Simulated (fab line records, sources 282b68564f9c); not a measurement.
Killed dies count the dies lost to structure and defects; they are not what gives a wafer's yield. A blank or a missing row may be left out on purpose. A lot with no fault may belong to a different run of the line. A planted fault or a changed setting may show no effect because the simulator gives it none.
The tool behind it: which one? / flow rit cmos / 42 wafers from 14 lots sampled at 2 of the route's 202 steps

== WHAT THE GAUGES READ, wafer by wafer ==
RIT_ACTIVE_THK_MEAS_02.
lot=L276; measured=day 1 17:04; on=film metro-03; ACTIVE_OXIDE_THK (nm)=48.8 47.7 48.0
lot=L277; measured=day 1 22:03; on=film metro-02; ACTIVE_OXIDE_THK (nm)=47.3 46.0 47.4
lot=L278; measured=day 2 03:03; on=film metro-02; ACTIVE_OXIDE_THK (nm)=48.9 48.6 49.4
lot=L279; measured=day 2 08:05; on=film metro-02; ACTIVE_OXIDE_THK (nm)=49.2 48.5 49.2
lot=L280; measured=day 2 13:03; on=film metro-04; ACTIVE_OXIDE_THK (nm)=48.2 48.3 47.8
lot=L281; measured=day 2 18:03; on=film metro-04; ACTIVE_OXIDE_THK (nm)=46.6 46.8 47.7
lot=L283; measured=day 3 04:04; on=film metro-02; ACTIVE_OXIDE_THK (nm)=47.9 48.2 48.3
lot=L285; measured=day 3 14:03; on=film metro-04; ACTIVE_OXIDE_THK (nm)=47.6 48.2 47.6
lot=L287; measured=day 4 00:04; on=film metro-02; ACTIVE_OXIDE_THK (nm)=48.4 48.9 48.1
lot=L292; measured=day 5 01:13; on=film metro-03; ACTIVE_OXIDE_THK (nm)=74.3 74.0 73.5
lot=L293; measured=day 5 06:05; on=film metro-04; ACTIVE_OXIDE_THK (nm)=74.0 73.6 73.0
lot=L295; measured=day 5 16:03; on=film metro-04; ACTIVE_OXIDE_THK (nm)=48.4 48.6 48.8
lot=L296; measured=day 5 22:26; on=film metro-04; ACTIVE_OXIDE_THK (nm)=48.4 48.8 48.7
lot=L298; measured=day 6 07:04; on=film metro-02; ACTIVE_OXIDE_THK (nm)=48.9 49.1 48.9

== EACH LOT AND THE TOOL THAT RAN IT (in order: tool; ch and the chambers of the sampled wafers; start) ==
lot=L276; RIT_ACTIVE_OXIDATION_01=furnace-03 ch 0, day 1 15:07
lot=L277; RIT_ACTIVE_OXIDATION_01=furnace-03 ch 0, day 1 20:07
lot=L278; RIT_ACTIVE_OXIDATION_01=furnace-02 ch 0, day 2 01:07
lot=L279; RIT_ACTIVE_OXIDATION_01=furnace-03 ch 0, day 2 06:07
lot=L280; RIT_ACTIVE_OXIDATION_01=furnace-04 ch 0, day 2 11:07
lot=L281; RIT_ACTIVE_OXIDATION_01=furnace-04 ch 0, day 2 16:07
lot=L283; RIT_ACTIVE_OXIDATION_01=furnace-03 ch 0, day 3 02:07
lot=L285; RIT_ACTIVE_OXIDATION_01=furnace-03 ch 0, day 3 12:07
lot=L287; RIT_ACTIVE_OXIDATION_01=furnace-02 ch 0, day 3 22:07
lot=L292; RIT_ACTIVE_OXIDATION_01=furnace-02 ch 0, day 4 23:16
lot=L293; RIT_ACTIVE_OXIDATION_01=furnace-02 ch 0, day 5 04:07
lot=L295; RIT_ACTIVE_OXIDATION_01=furnace-03 ch 0, day 5 14:07
lot=L296; RIT_ACTIVE_OXIDATION_01=furnace-04 ch 0, day 5 20:31
lot=L298; RIT_ACTIVE_OXIDATION_01=furnace-04 ch 0, day 6 05:07
- RIT_ACTIVE_OXIDATION_01: target thk 46.8 nm, ox time 3360 s.

== WHAT THE TOOLS THEMSELVES READ (means of the sampled wafers that have a number; where no wafer has one, the mark that the record gives instead) ==
RIT_ACTIVE_OXIDATION_01.
lot=L276; tool=furnace-03; ox temp c max=1005.7; zone power load pct (%)=33.0
lot=L277; tool=furnace-03; ox temp c max=1005.9; zone power load pct (%)=33.1
lot=L278; tool=furnace-02; ox temp c max=1008.2; zone power load pct (%)=32.1
lot=L279; tool=furnace-03; ox temp c max=1005.7; zone power load pct (%)=33.3
lot=L280; tool=furnace-04; ox temp c max=1006.5; zone power load pct (%)=27.7
lot=L281; tool=furnace-04; ox temp c max=1006.4; zone power load pct (%)=27.8
lot=L283; tool=furnace-03; ox temp c max=1005.9; zone power load pct (%)=33.3
lot=L285; tool=furnace-03; ox temp c max=1005.1; zone power load pct (%)=33.3
lot=L287; tool=furnace-02; ox temp c max=1011.0; zone power load pct (%)=32.1
lot=L292; tool=furnace-02; ox temp c max=1008.8; zone power load pct (%)=31.9
lot=L293; tool=furnace-02; ox temp c max=1009.9; zone power load pct (%)=31.7
lot=L295; tool=furnace-03; ox temp c max=1006.3; zone power load pct (%)=33.1
lot=L296; tool=furnace-04; ox temp c max=1007.0; zone power load pct (%)=27.9
lot=L298; tool=furnace-04; ox temp c max=1006.8; zone power load pct (%)=27.9

== THE ANSWER, worked out from the rows above alone ==
Rule: what is usual is taken from the lots themselves. Put in order of their means at a reading, lots are off if they are a third of the lots or fewer, leave a main group of 4 or more, and stand apart from it by a gap of 3 or more times the standard deviation of the main group's means; of several such gaps the widest counts. If all means in a main group match to the digits the tables above print for the reading, that group is not used. A lot without any number at a reading at which 4 lots or more have one is off too. Any other lot the step has rows for is counted as sound. First the gauges in route order, then the tools' own readings, where a lot's mean is used as printed above. At the first step where some lot is off, the reading lying furthest off is the one used; lots without a number count as furthest.
Off: L292, L293, at RIT_ACTIVE_THK_MEAS_02 (ACTIVE_OXIDE_THK). The main group: mean 48.2 nm, standard deviation 0.67.
If a tool, at a process step before that reading, ran all the lots that are off and no sound lot after the first of them, it fits. Gauges at RIT_ACTIVE_THK_MEAS_02: tried the same way as those tools. One fits: furnace-02 at RIT_ACTIVE_OXIDATION_01. Its last sound lot is L287 (day 3 22:07), its first lot that is off L292 (day 4 23:16): a fault that began between those two fits.

== WHAT THE SIMULATOR HAD INSERTED ==
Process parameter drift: furnace-02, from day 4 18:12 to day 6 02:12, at RIT_ACTIVE_OXIDATION_01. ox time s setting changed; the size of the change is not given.
Lots struck among those shown: L292, L293. Same finding as the rule above.
